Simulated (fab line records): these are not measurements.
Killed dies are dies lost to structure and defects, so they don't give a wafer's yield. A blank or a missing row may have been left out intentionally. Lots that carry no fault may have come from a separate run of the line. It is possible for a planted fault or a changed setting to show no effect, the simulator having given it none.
Struck lot and sound lot, side by side + flow berkeley cmos170 + 31 out of 331 route steps
Sound: wafers L327.2, L327.4, L327.6. Struck: wafers L339.3, L339.4, L339.6. The cause is given at the end.
At each step with rows: each side's tool, then ch and its chambers, then its first start. Under that, the readings that differ: sound wafers + struck wafers + difference of the means + sigmas: that difference in standard deviations of wafers without a fault.
alike: words and numbers the same on both sides, and readings whose means are apart by under 2 such deviations; not compared: readings that were withheld, readings missing a value for some wafer, numbers with overlapping values and no deviation given by the record, and bounds like >300 which may hide the same value.
The two part at a step that has a row with sigmas, a row that says differs or no value, or rows on one side only. When numbers do not overlap yet have no deviation, they are printed without sigmas and do not part them. A reading missing from all wafers of one side parts the sides only when that side holds two or more wafers.

first, 6 steps without rows for these wafers: UCB170_V2_HMDS_06 (prime time 60 s); UCB170_V2_COAT_07 (resist thk 900 nm); UCB170_V2_SOFTBAKE_08 (time 60 s); UCB170_V2_EXPOSE_09 (exposes mask VIA2, target cd 700 nm); UCB170_V2_PEB_10; UCB170_V2_DEVELOP_11 (develop time 45 s).
UCB170_V2_CD_MEAS_12: the cd target is 700 nm.
  struck on cd sem-02, day 11 10:47; sound on cd sem-02, day 8 05:10
  alike: cd nm
UCB170_V2_OVL_MEAS_13:
  struck on overlay-02, day 11 10:53; sound on overlay-01, day 8 05:16
  alike: V2_OVL
UCB170_V2_ETCH_14: etches SiO2 in CHF3/CF4/Ar, stops on Al, target depth 1250 nm, time 291 s.
  sound on rie diel-01 ch 0,2, day 8 05:18; struck on rie diel-04 ch 0,1,2, day 11 10:55
  alike: drypump motor current A, oes product au, throttle valve pct
  not compared: rf hours counter h
UCB170_V2_STRIP_15: strips in O2.
  sound on plasma asher-02 ch 0,1, day 8 05:28; struck on plasma asher-03 ch 0,1, day 11 11:07
  alike: drypump motor current A, oes product au, strip time to endpoint s
  not compared: rf hours counter h
UCB170_V2_CD_MEAS_90: the cd target is 700 nm.
  struck on cd sem-01, day 11 11:13; sound on cd sem-01, day 8 05:35
  alike: cd nm
then, 1 step without rows for these wafers: UCB170_M3_PRE_CLEAN_00 (preclean etch time 60 s).
UCB170_M3_SPUTTER_01: material Al, target thk 900 nm, time 120 s.
  struck on pvd sputter-04, day 11 11:37; sound on pvd sputter-02, day 8 05:46
  alike: throttle valve pct
UCB170_M3_RS_MEAS_02: uses a four-point probe to measure.
  struck on film metro-04, day 11 11:44; sound on film metro-03, day 8 05:52
| reading           | sound                   | struck                  | difference | sigmas |
|-------------------|-------------------------|-------------------------|------------|--------|
| M3_AL_RS (ohm/sq) | 0.03154 0.03165 0.03171 | 0.01564 0.01567 0.01566 | -0.01598   | -57    |
UCB170_M3_THK_MEAS_03: measures by xrf.
  struck on film metro-04, day 11 11:50; sound on film metro-03, day 8 05:58
| reading        | sound       | struck         | difference | sigmas      |
|----------------|-------------|----------------|------------|-------------|
| M3_AL_THK (nm) | 932 930 926 | 1860 1870 1855 | +932       | +99 or more |
then, 3 steps without rows for these wafers: UCB170_M3_HMDS_04 (prime time 60 s); UCB170_M3_COAT_05 (resist thk 900 nm); UCB170_M3_SOFTBAKE_06 (time 60 s).
UCB170_M3_STRIP_07: strips in O2.
  sound on plasma asher-03 ch 1, day 8 06:46; struck on plasma asher-03 ch 0,1, day 11 12:25
  alike: drypump motor current A, oes product au, strip time to endpoint s
  not compared: rf hours counter h
then, 7 steps without rows for these wafers: UCB170_M3_STRIP_08 (strips KrF in DMSO, time 600 s); UCB170_M3_COAT_09; UCB170_M3_COAT_10 (resist thk 913 nm); UCB170_M3_SOFTBAKE_11 (time 60 s); UCB170_M3_EXPOSE_12 (exposes mask METAL3, target cd 700 nm); UCB170_M3_PEB_13; UCB170_M3_DEVELOP_14 (develop time 45 s).
UCB170_M3_CD_MEAS_15: the cd target is 700 nm.
  struck on cd sem-01, day 11 14:38; sound on cd sem-01, day 8 08:12
  alike: cd nm
UCB170_M3_OVL_MEAS_16:
  struck on overlay-01, day 11 14:44; sound on overlay-02, day 8 08:18
  alike: M3_OVL
UCB170_M3_ETCH_17: etches BARC in N2/H2.
  sound on rie diel-01 ch 1,2, day 8 08:20; struck on rie diel-04 ch 0,1,2, day 11 14:45
  alike: drypump motor current A, oes product au, throttle valve pct
UCB170_M3_METAL_ETCH_18: etches Al in Cl2/BCl3, stops on SiO2, target depth 1170 nm, time 195 s.
  sound on rie metal-01 ch 0,1, day 8 08:23; struck on rie metal-02 ch 0, day 11 14:55
| reading                        | sound             | struck            | difference | sigmas |
|--------------------------------|-------------------|-------------------|------------|--------|
| oes product au (a.u.)          | 0.852 0.857 0.842 | 0.983 0.985 0.984 | +0.134     | +14    |
| model.etch.depth nm (nm)       | 916 913.1 911.8   | 1124 1128 1130    | +214       |        |
| model.M3.feature depth nm (nm) | 971.8 968.1 967.5 | 1124 1128 1130    | +158       |        |
  alike: drypump motor current A, mfc cl2 sccm, throttle valve pct
  not compared: rf hours counter h
UCB170_M3_STRIP_19: strips in O2.
  sound on plasma asher-02 ch 0,1, day 8 08:34; struck on plasma asher-03 ch 0,1, day 11 15:12
  alike: drypump motor current A, oes product au
  not compared: rf hours counter h

== WHERE THEY PART ==
At UCB170_M3_RS_MEAS_02 first; at UCB170_M3_METAL_ETCH_18 last (within this record only). Later steps at which nothing parts them and some readings are alike: UCB170_M3_STRIP_19.

WHY: what had been put in by the simulator
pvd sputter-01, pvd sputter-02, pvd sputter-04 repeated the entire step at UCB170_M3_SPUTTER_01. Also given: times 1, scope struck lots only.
